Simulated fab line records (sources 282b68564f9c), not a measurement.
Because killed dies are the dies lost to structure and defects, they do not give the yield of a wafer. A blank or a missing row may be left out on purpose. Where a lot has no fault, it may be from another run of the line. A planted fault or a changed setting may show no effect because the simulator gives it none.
What tool caused it? -- flow rit-cmos -- at 1 step of a route of 202, 14 lots with 42 wafers sampled

== WHAT EACH GAUGE READ, for each wafer ==
No reading from a measuring or inspecting step in the record can be judged against a usual standard deviation.

== EACH LOT AND THE TOOL THAT RAN IT (in order: tool; ch and the chambers of the sampled wafers; start) ==
lot,RIT_PSD_HMDS_00
L496,"litho-track-01 ch 0, day 2 23:22"
L498,"litho-track-01 ch 0, day 3 10:50"
L500,"litho-track-03 ch 0, day 3 21:49"
L501,"litho-track-01 ch 0, day 4 02:25"
L502,"litho-track-01 ch 0, day 4 06:46"
L503,"litho-track-01 ch 0, day 4 10:50"
L504,"litho-track-01 ch 0, day 5 01:28"
L505,"litho-track-03 ch 0, day 5 04:04"
L507,"litho-track-01 ch 0, day 5 11:41"
L515,"litho-track-03 ch 0, day 6 22:47"
L516,"litho-track-03 ch 0, day 7 03:41"
L517,"litho-track-03 ch 0, day 7 08:01"
L518,"litho-track-04 ch 0, day 7 15:22"
L519,"litho-track-01 ch 0, day 7 22:16"
- RIT_PSD_HMDS_00: prime time 60 s.

== WHAT THE TOOLS THEMSELVES READ (means of the sampled wafers that have a number; where no wafer has one, the mark that the record gives instead) ==
RIT_PSD_HMDS_00.
lot,tool,exhaust-pa (Pa),prime-temp-c (C)
L496,litho-track-01,45.4,139.94
L498,litho-track-01,45.2,139.83
L500,litho-track-03,46.5,140.07
L501,litho-track-01,44.7,140.06
L502,litho-track-01,45.0,139.76
L503,litho-track-01,44.9,139.90
L504,litho-track-01,45.0,137.70
L505,litho-track-03,44.8,140.00
L507,litho-track-01,45.2,137.40
L515,litho-track-03,43.9,140.06
L516,litho-track-03,45.2,139.70
L517,litho-track-03,45.7,140.01
L518,litho-track-04,46.5,140.05
L519,litho-track-01,44.1,140.03

== THE ANSWER, worked out from the rows above alone ==
Rule: usual is defined by the lots themselves. Put in order of their means at a reading, lots are off if they are a third of the lots or fewer, leave a main group of 4 or more, and stand apart from it by a gap of 3 or more times the standard deviation of the main group's means; of several such gaps the widest counts. If all means in a main group match to the digits the tables above print for the reading, that group is not used. A lot without any number at a reading at which 4 lots or more have one is off too. All remaining lots with rows at the step are treated as sound. The gauges are gone through in route order, then the tools' own readings, and for those a lot's mean is taken as printed above. At the first step where some lot is off, the reading lying furthest off is the one used; lots without a number count as furthest.
Off at RIT_PSD_HMDS_00 (prime-temp-c): L504, L507. Mean 139.95 C and standard deviation 0.12 in the main group.
A tool fits if, at that step or a process step before it, it ran every lot that is off, and no sound lot after the first of them. Not one of the candidates tried fits.

== WHAT HAD BEEN PUT IN BY THE SIMULATOR ==
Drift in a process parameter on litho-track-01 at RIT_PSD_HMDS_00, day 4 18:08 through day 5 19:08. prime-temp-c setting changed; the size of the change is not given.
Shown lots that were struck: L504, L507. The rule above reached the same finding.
